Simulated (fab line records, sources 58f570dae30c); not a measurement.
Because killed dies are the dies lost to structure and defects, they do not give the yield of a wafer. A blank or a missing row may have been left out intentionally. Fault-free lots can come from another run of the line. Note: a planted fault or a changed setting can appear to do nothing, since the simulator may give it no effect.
What tool caused it? | flow berkeley cmos170 | 6 lots, 18 wafers sampled, at 2 steps of a route of 331

## WHAT THE GAUGES READ, wafer by wafer
UCB170_CONTACT_CD_MEAS_15: the cd target is 700 nm.
lot  | measured     | on        | cd nm (nm)
L431 | day 8 04:59  | cd sem-02 | 698.3 698.1 699.4
L435 | day 8 15:45  | cd sem-02 | 699.2 699.3 699.1
L441 | day 9 18:43  | cd sem-01 | 699.2 700.7 700.3
L446 | day 11 08:41 | cd sem-02 | 701.1 699.9 701.6
L449 | day 11 21:02 | cd sem-01 | 701.4 699.8 701.3
L452 | day 12 12:43 | cd sem-02 | 701.4 701.8 703.2

## WHAT TOOL EACH LOT RAN ON (gives the tool, then ch and the chambers of the sampled wafers, and finally the start)
lot  | UCB170_CONTACT_RTA_08
L431 | rtp anneal-02 ch 0, day 8 03:55
L435 | rtp anneal-01 ch 0, day 8 14:30
L441 | rtp anneal-01 ch 0, day 9 17:05
L446 | rtp anneal-01 ch 0, day 11 07:43
L449 | rtp anneal-01 ch 0, day 11 19:08
L452 | rtp anneal-01 ch 0, day 12 11:43
- UCB170_CONTACT_RTA_08: time 10 s.

## THE ANSWER, worked out from the rows above alone
Rule: usual is defined by the lots themselves. Put in order of their means at a reading, lots are off if they are a third of the lots or fewer, leave a main group of 4 or more, and stand apart from it by a gap of 3 or more times the standard deviation of the main group's means; of several such gaps the widest counts. A main group is skipped when, at the precision printed for the reading in the tables above, its means are all equal. A lot without any number at a reading at which 4 lots or more have one is off too. The other lots that the step has rows for count as sound.
None of the lots is off at any reading shown; this tells nothing.

## WHAT THE SIMULATOR HAD INSERTED
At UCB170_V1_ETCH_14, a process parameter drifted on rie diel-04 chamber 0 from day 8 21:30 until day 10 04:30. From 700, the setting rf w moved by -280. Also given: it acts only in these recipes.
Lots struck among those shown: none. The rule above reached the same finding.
